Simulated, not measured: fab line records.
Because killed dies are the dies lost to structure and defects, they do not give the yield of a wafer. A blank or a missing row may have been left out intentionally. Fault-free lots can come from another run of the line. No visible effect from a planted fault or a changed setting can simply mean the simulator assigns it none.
Which of the tools did it? / flow rit-cmos / 13 lots with 39 wafers sampled at 2 steps, on a route of 202 steps

## WHAT THE GAUGES READ, wafer by wafer
RIT_PLDD_TW_MEAS_10. Usual: for PLDD_TW the level is 2330 and the standard deviation is 9.3.
lot=L684; measured=day 3 08:01; on=film-metro-04; PLDD_TW=2326 2319 2323; flag=
lot=L685; measured=day 3 08:20; on=film-metro-03; PLDD_TW=2321 2336 2337; flag=
lot=L686; measured=day 3 22:36; on=film-metro-01; PLDD_TW=2344 2342 2335; flag=
lot=L688; measured=day 4 06:04; on=film-metro-03; PLDD_TW=2310 2316 2325; flag=
lot=L689; measured=day 4 06:19; on=film-metro-04; PLDD_TW=2322 2323 2320; flag=
lot=L690; measured=day 4 08:20; on=film-metro-01; PLDD_TW=2334 2348 2330; flag=
lot=L694; measured=day 5 07:11; on=film-metro-01; PLDD_TW=2345 2338 2335; flag=
lot=L695; measured=day 5 14:23; on=film-metro-04; PLDD_TW=2331 2329 2328; flag=
lot=L696; measured=day 5 16:28; on=film-metro-04; PLDD_TW=2328 2327 2329; flag=
lot=L699; measured=day 6 08:53; on=film-metro-04; PLDD_TW=30 30 30; flag=OFF
lot=L703; measured=day 7 12:47; on=film-metro-04; PLDD_TW=2327 2330 2334; flag=
lot=L705; measured=day 8 03:41; on=film-metro-04; PLDD_TW=2338 2335 2341; flag=
lot=L706; measured=day 8 04:05; on=film-metro-03; PLDD_TW=2322 2323 2327; flag=

## WHAT TOOL EACH LOT RAN ON (gives the tool, then ch and the chambers of the sampled wafers, and finally the start)
lot=L684; RIT_NLDD_STRIP_09=plasma-asher-02 ch 0,1, day 3 06:24
lot=L685; RIT_NLDD_STRIP_09=plasma-asher-01 ch 0,1, day 3 06:40
lot=L686; RIT_NLDD_STRIP_09=plasma-asher-01 ch 0, day 3 20:52
lot=L688; RIT_NLDD_STRIP_09=plasma-asher-03 ch 0,1, day 4 04:23
lot=L689; RIT_NLDD_STRIP_09=plasma-asher-01 ch 0,1, day 4 04:38
lot=L690; RIT_NLDD_STRIP_09=plasma-asher-02 ch 0,1, day 4 06:44
lot=L694; RIT_NLDD_STRIP_09=plasma-asher-01 ch 0,1, day 5 05:32
lot=L695; RIT_NLDD_STRIP_09=plasma-asher-02 ch 0,1, day 5 12:39
lot=L696; RIT_NLDD_STRIP_09=plasma-asher-02 ch 0,1, day 5 14:52
lot=L699; RIT_NLDD_STRIP_09=plasma-asher-01 ch 0,1, day 6 07:10
lot=L703; RIT_NLDD_STRIP_09=plasma-asher-03 ch 0,1, day 7 11:14
lot=L705; RIT_NLDD_STRIP_09=plasma-asher-02 ch 0,1, day 8 02:06
lot=L706; RIT_NLDD_STRIP_09=plasma-asher-03 ch 0,1, day 8 02:24
- RIT_NLDD_STRIP_09: strips in O2, time 180 s.

## WHAT THE TOOLS THEMSELVES READ (means of the sampled wafers that have a number; where no wafer has one, the mark that the record gives instead)
RIT_NLDD_STRIP_09. Usual: drypump-motor-current-A 5.88 A, standard deviation 0.23; run-length-s 208.1 s, standard deviation 0.5.
lot=L684; tool=plasma-asher-02; drypump-motor-current-A (A)=6.09; run-length-s (s)=207.9; flag=
lot=L685; tool=plasma-asher-01; drypump-motor-current-A (A)=5.70; run-length-s (s)=208.2; flag=
lot=L686; tool=plasma-asher-01; drypump-motor-current-A (A)=5.63; run-length-s (s)=207.7; flag=
lot=L688; tool=plasma-asher-03; drypump-motor-current-A (A)=5.71; run-length-s (s)=208.2; flag=
lot=L689; tool=plasma-asher-01; drypump-motor-current-A (A)=5.69; run-length-s (s)=208.1; flag=
lot=L690; tool=plasma-asher-02; drypump-motor-current-A (A)=6.07; run-length-s (s)=207.9; flag=
lot=L694; tool=plasma-asher-01; drypump-motor-current-A (A)=5.69; run-length-s (s)=208.3; flag=
lot=L695; tool=plasma-asher-02; drypump-motor-current-A (A)=6.06; run-length-s (s)=208.0; flag=
lot=L696; tool=plasma-asher-02; drypump-motor-current-A (A)=6.17; run-length-s (s)=207.9; flag=
lot=L699; tool=plasma-asher-01; drypump-motor-current-A (A)=5.68; run-length-s (s)=72.4; flag=OFF
lot=L703; tool=plasma-asher-03; drypump-motor-current-A (A)=5.68; run-length-s (s)=208.2; flag=
lot=L705; tool=plasma-asher-02; drypump-motor-current-A (A)=6.08; run-length-s (s)=207.9; flag=
lot=L706; tool=plasma-asher-03; drypump-motor-current-A (A)=5.71; run-length-s (s)=208.3; flag=

## THE ANSWER, worked out from the rows above alone
Rule: a lot counts as off when the mean over its wafers that have a number is more than 3 standard deviations away from the usual mean. Also off: a lot with no number at a reading for which 4 or more lots have one. The other lots that the step has rows for count as sound. After the gauges, taken in route order, come the tools' own readings; for these a lot's mean is taken, as printed above. The first step at which some lot is off is used, and at that step the reading that is off furthest; a lot without a number counts as furthest.
Off: L699, at RIT_PLDD_TW_MEAS_10 (PLDD_TW).
If a tool, at a process step before that reading, ran all the lots that are off and no sound lot after the first of them, it fits. The gauges at RIT_PLDD_TW_MEAS_10 aren't tried: what is off there is off at RIT_NLDD_STRIP_09 too, on other tools, and a gauge's error can't cause that. One fits: plasma-asher-01 at RIT_NLDD_STRIP_09. Its last sound lot is L694 (day 5 05:32), its first lot that is off L699 (day 6 07:10): a fault that began between those two fits.
On the lots that are off, the tool's own readings at RIT_NLDD_STRIP_09 differ by more than 5 times the standard deviation of the sound lots' means, which bears it out; run-length-s reads 72.4 s there versus 208.1 s on the sound lots.

## WHAT HAD BEEN PUT IN BY THE SIMULATOR
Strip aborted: plasma-asher-01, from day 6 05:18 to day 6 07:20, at RIT_NLDD_STRIP_09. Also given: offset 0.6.
Shown lots that were struck: L699. The rule above found the same.
